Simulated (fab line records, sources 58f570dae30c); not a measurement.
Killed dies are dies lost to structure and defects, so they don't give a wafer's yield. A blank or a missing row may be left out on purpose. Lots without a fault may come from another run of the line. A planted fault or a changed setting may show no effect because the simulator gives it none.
Split-lot experiment | flow berkeley_cmos170 | 5 lots, 23 wafers read, on a route of 331 steps

THE SPLIT
At UCB170_ZERO_COAT_01 (resist thk 900 nm), the setting resist_thk_nm was moved away from the recipe's 900 nm on 5 of the 23 wafers read, by -5.2% to +6.0%. The other wafers ran this setting at the recipe's value.

The reading is taken at the split's own step.

THE READING
KrF_of_ZERO_COAT_01.thk_nm (the simulator's own value, which no gauge read), in nm, at UCB170_ZERO_COAT_01 (resist thk 900 nm). The file gives no usual value for it. The 18 wafers here that ran the recipe average 899.4 nm, standard deviation 2 nm.

wafer  | tool, chamber at the split | resist_thk_nm as run, nm | against the recipe | KrF_of_ZERO_COAT_01.thk_nm, nm | against lot-mates on the recipe
L076.1 | litho_track-03, 0          | 900                      | recipe             | 901.8                          | -
L076.2 | litho_track-03, 0          | 853.2                    | -5.2%              | 851.7                          | -50.8
L076.3 | litho_track-03, 0          | 853.2                    | -5.2%              | 853.1                          | -49.4
L076.4 | litho_track-03, 0          | 900                      | recipe             | 903.3                          | -
L076.5 | litho_track-03, 0          | 853.2                    | -5.2%              | 855.1                          | -47.4
L078.1 | litho_track-04, 0          | 900                      | recipe             | 900                            | -
L078.2 | litho_track-04, 0          | 900                      | recipe             | 898.1                          | -
L078.4 | litho_track-04, 0          | 900                      | recipe             | 898.7                          | -
L078.5 | litho_track-04, 0          | 900                      | recipe             | 899.2                          | -
L078.6 | litho_track-04, 0          | 900                      | recipe             | 898.6                          | -
L080.1 | litho_track-04, 0          | 900                      | recipe             | 896.8                          | -
L080.6 | litho_track-04, 0          | 900                      | recipe             | 896.8                          | -
L080.2 | litho_track-04, 0          | 900                      | recipe             | 899.4                          | -
L080.4 | litho_track-04, 0          | 900                      | recipe             | 899.5                          | -
L080.5 | litho_track-04, 0          | 900                      | recipe             | 895.6                          | -
L082.1 | litho_track-02, 0          | 900                      | recipe             | 900.6                          | -
L082.4 | litho_track-02, 0          | 900                      | recipe             | 901.9                          | -
L082.6 | litho_track-02, 0          | 900                      | recipe             | 902.4                          | -
L083.1 | litho_track-04, 0          | 900                      | recipe             | 899.7                          | -
L083.2 | litho_track-04, 0          | 900                      | recipe             | 898.5                          | -
L083.3 | litho_track-04, 0          | 953.6                    | +6.0%              | 950.5                          | +51.4
L083.5 | litho_track-04, 0          | 900                      | recipe             | 899.1                          | -
L083.6 | litho_track-04, 0          | 953.6                    | +6.0%              | 950.8                          | +51.7

THE FIT
A straight line over all 23 wafers: KrF_of_ZERO_COAT_01.thk_nm changes by +8.74 nm for each +1% of resist_thk_nm; r = +1.00; the points scatter about the line by 1.9 nm.
The same after taking each lot's own level away (the mean of its wafers on the recipe; 23 wafers): +9.08 nm for each +1%; r = +1.00; scatter 1.4 nm.
On that fit, the largest move of resist_thk_nm shifts the reading by 54 nm.
The lots' own levels span 897.62 to 902.55 nm, that is 2.5 times the standard deviation above.
So the lot-to-lot level changes the slope little: the two slopes agree.
Check: with one of the wafers moved furthest among these (+6.0%) left out of the fit, the line predicts +54.5 nm for it against its lot-mates. It came out at +51.4 nm against them.

OTHER SPLITS ON THESE WAFERS
These wafers also went through other splits before the reading. Each is held against what the fit with the lots' levels taken away leaves over:
other split on the same wafers   | wafers away from the commonest value | r with KrF_of_ZERO_COAT_01.thk_nm (lot level and that fit taken away)
UCB170_START_OXIDATION_02 temp_c | 5                                    | +0.20

THE WHOLE CHAIN: every reading that the file lists as answering this split, in the file's order
step                 | what it does      | reading                                                                     | change (the file's fit)              | r (the file's)
UCB170_ZERO_COAT_01  | resist thk 900 nm | KrF_of_ZERO_COAT_01.thk_nm (the simulator's own value, which no gauge read) | +9.01 nm for each +1% of the setting | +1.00
UCB170_ZERO_STRIP_07 | strips in O2      | strip_time_to_endpoint_s                                                    | withheld for each +1% of the setting | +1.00

THE FILE'S OWN FIT
KrF_of_ZERO_COAT_01.thk_nm changes by +9.01 nm for each +1% of resist_thk_nm, r = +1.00.
